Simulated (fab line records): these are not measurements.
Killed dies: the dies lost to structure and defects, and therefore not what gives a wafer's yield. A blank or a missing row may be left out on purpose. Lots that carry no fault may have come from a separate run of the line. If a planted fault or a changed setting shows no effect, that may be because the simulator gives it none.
Comparing a struck lot with a sound one || flow berkeleyCmos170 || 43 out of 331 route steps
Sound: the wafers L920.1, L920.2, L920.4. Struck: wafers L927.2, L927.3, L927.5. The cause is given at the end.
Per side, at each step with rows, come the tool, then ch with its chambers, and then its first start. Under that, the readings that differ: sound wafers || struck wafers || difference of the means || sigmas: that difference in standard deviations of wafers without a fault.
alike: same words and numbers on both sides, and readings whose means sit less than 2 such deviations apart. not compared: any withheld reading, any reading some wafer has no value for, any bound like >300 that may hide the same value, and any number with overlapping values for which the record gives no deviation.
Wherever a step has rows on one side only, a row that says differs or no value, or a row with sigmas, the two part there. When numbers do not overlap yet have no deviation, they are printed without sigmas and do not part them. A reading missing from all wafers of one side parts the sides only when that side holds two or more wafers.

UCB170_GATE_ETCH_15: etches poly-Si in HBr/Cl2, stops on SiO2, time 56.3 s, target depth 278.2 nm.
  sound on rieSi-02 ch 0,1,2, day 9 00:22; struck on rieSi-02 ch 0,3, day 10 07:32
  alike: drypumpMotorCurrentA, oesProductAu, throttleValvePct
  not compared: rfHoursCounterH
UCB170_GATE_STRIP_16: strips in O2.
  sound on plasmaAsher-01 ch 0,1, day 9 00:25; struck on plasmaAsher-02 ch 0,1, day 10 07:35
  alike: drypumpMotorCurrentA, oesProductAu
  not compared: rfHoursCounterH
UCB170_GATE_CD_MEAS_90 targets a cd of 350 nm.
  sound on cdSem-02 at day 9 00:31; struck on cdSem-01 at day 10 07:51
  alike: cdNm
then, 7 steps without rows for these wafers: UCB170_GATE_CLEAN_17 (cleans in SPM, time 600 s); UCB170_PLDD_HMDS_00 (prime time 60 s); UCB170_PLDD_COAT_01 (resist thk 900 nm); UCB170_PLDD_SOFTBAKE_02 (time 60 s); UCB170_PLDD_EXPOSE_03 (exposes mask PSELECT, target cd 1200 nm); UCB170_PLDD_PEB_04; UCB170_PLDD_DEVELOP_05 (develop time 45 s).
UCB170_PLDD_CD_MEAS_06 targets a cd of 1200 nm.
  sound on cdSem-01 at day 9 02:01; struck on cdSem-01 at day 10 09:27
  alike: cdNm
UCB170_PLDD_OVL_MEAS_07:
  sound on overlay-01 at day 9 02:08; struck on overlay-01 at day 10 09:34
  alike: PLDD_OVL
UCB170_PLDD_IMPLANT_08:
  sound on implanter-03 ch 0, day 9 02:10; struck on implanter-02 ch 0, day 10 10:17
{"reading": "doseIonsCm2", "sound": "4.996e+13 5.005e+13 5.004e+13", "struck": "2.898e+13 2.9e+13 2.905e+13", "difference": -2.101e+13, "sigmas": "-99 or more"}
{"reading": "faradayCurrentUA", "sound": "150 151 144", "struck": "92 91 90", "difference": -57, "sigmas": -11}
following that, these wafers have no rows for 1 step: UCB170_PLDD_IMPLANT_09.
UCB170_PLDD_STRIP_10: strips in O2.
  sound on plasmaAsher-01 ch 0,1, day 9 02:28; struck on plasmaAsher-01 ch 0,1, day 10 10:34
  alike: drypumpMotorCurrentA, oesProductAu, stripTimeToEndpointS
  not compared: rfHoursCounterH
UCB170_PLDD_TW_MEAS_11:
  sound on filmMetro-03 at day 9 02:34; struck on filmMetro-03 at day 10 10:57
{"reading": "PLDD_TW", "sound": "996 1000 1000", "struck": "931 929 939", "difference": -66, "sigmas": -5}
  not compared: hold
then, 6 steps without rows for these wafers: UCB170_NLDD_HMDS_00 (prime time 60 s); UCB170_NLDD_COAT_01 (resist thk 900 nm); UCB170_NLDD_SOFTBAKE_02 (time 60 s); UCB170_NLDD_EXPOSE_03 (exposes mask NSELECT, target cd 1200 nm); UCB170_NLDD_PEB_04; UCB170_NLDD_DEVELOP_05 (develop time 45 s).
UCB170_NLDD_CD_MEAS_06 targets a cd of 1200 nm.
  sound on cdSem-02 at day 9 04:10; struck on cdSem-02 at day 10 18:49
  alike: cdNm
UCB170_NLDD_OVL_MEAS_07:
  sound on overlay-02 at day 9 04:17; struck on overlay-01 at day 10 18:56
  alike: NLDD_OVL
then, 2 steps without rows for these wafers: UCB170_NLDD_IMPLANT_08; UCB170_NLDD_IMPLANT_09.
UCB170_NLDD_STRIP_10: strips in O2.
  sound on plasmaAsher-01 ch 0,1, day 9 04:37; struck on plasmaAsher-01 ch 0,1, day 10 19:29
  alike: drypumpMotorCurrentA, oesProductAu, stripTimeToEndpointS
  not compared: rfHoursCounterH
UCB170_NLDD_TW_MEAS_11:
  sound on filmMetro-03 at day 9 04:43; struck on filmMetro-03 at day 10 19:35
  alike: NLDD_TW
then, 2 steps without rows for these wafers: UCB170_NLDD_CLEAN_12 (cleans in SPM, time 600 s); UCB170_SPACER_CVD_00 (deposits SiO2 from TEOS/O2, target thk 376 nm, time 47 s).
UCB170_SPACER_THK_MEAS_01:
  sound on filmMetro-03 at day 9 05:04; struck on filmMetro-03 at day 10 20:05
  alike: SPACER_TEOS_THK
then, 1 step without rows for these wafers: UCB170_SPACER_ANNEAL_02 (time 1800 s).
UCB170_SPACER_ETCHBACK_03: etches SiO2 in CHF3/CF4/Ar, stops on Si, target depth 376 nm, time 100 s.
  sound on rieDiel-04 ch 0,1,2, day 9 09:34; struck on rieDiel-01 ch 0,1,3, day 10 23:07
  alike: drypumpMotorCurrentA, oesProductAu, throttleValvePct
  not compared: rfHoursCounterH
then, 6 steps without rows for these wafers: UCB170_PSD_HMDS_00 (prime time 60 s); UCB170_PSD_COAT_01 (resist thk 900 nm); UCB170_PSD_SOFTBAKE_02 (time 60 s); UCB170_PSD_EXPOSE_03 (exposes mask PSELECT MOD, target cd 1200 nm); UCB170_PSD_PEB_04; UCB170_PSD_DEVELOP_05 (develop time 45 s).
UCB170_PSD_CD_MEAS_06 targets a cd of 1200 nm.
  sound on cdSem-02 at day 9 11:16; struck on cdSem-02 at day 11 00:02
  alike: cdNm
UCB170_PSD_OVL_MEAS_07:
  sound on overlay-01 at day 9 11:23; struck on overlay-02 at day 11 00:09
  alike: PSD_OVL
UCB170_SDANNEAL_RS_MEAS_04: uses a four-point probe to measure.
  sound on filmMetro-03 at day 9 14:56; struck on filmMetro-03 at day 11 03:49
{"reading": "PLDD_RS (ohm/sq)", "sound": "1032.5 1032.7 1034.8", "struck": "1243.0 1239.0 1234.1", "difference": "+205.4", "sigmas": "+86"}
  not compared: hold
UCB170_M3_PROBE_99:
  sound wafers here have rows in the record (prober-02, day 10 11:14); struck ones have none

== WHERE THEY PART ==
First at UCB170_PLDD_IMPLANT_08; last, within this record, at UCB170_M3_PROBE_99.

WHY: the cause the simulator had injected
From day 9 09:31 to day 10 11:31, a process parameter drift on implanter-02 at UCB170_PLDD_IMPLANT_08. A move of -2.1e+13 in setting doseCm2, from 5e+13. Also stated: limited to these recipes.
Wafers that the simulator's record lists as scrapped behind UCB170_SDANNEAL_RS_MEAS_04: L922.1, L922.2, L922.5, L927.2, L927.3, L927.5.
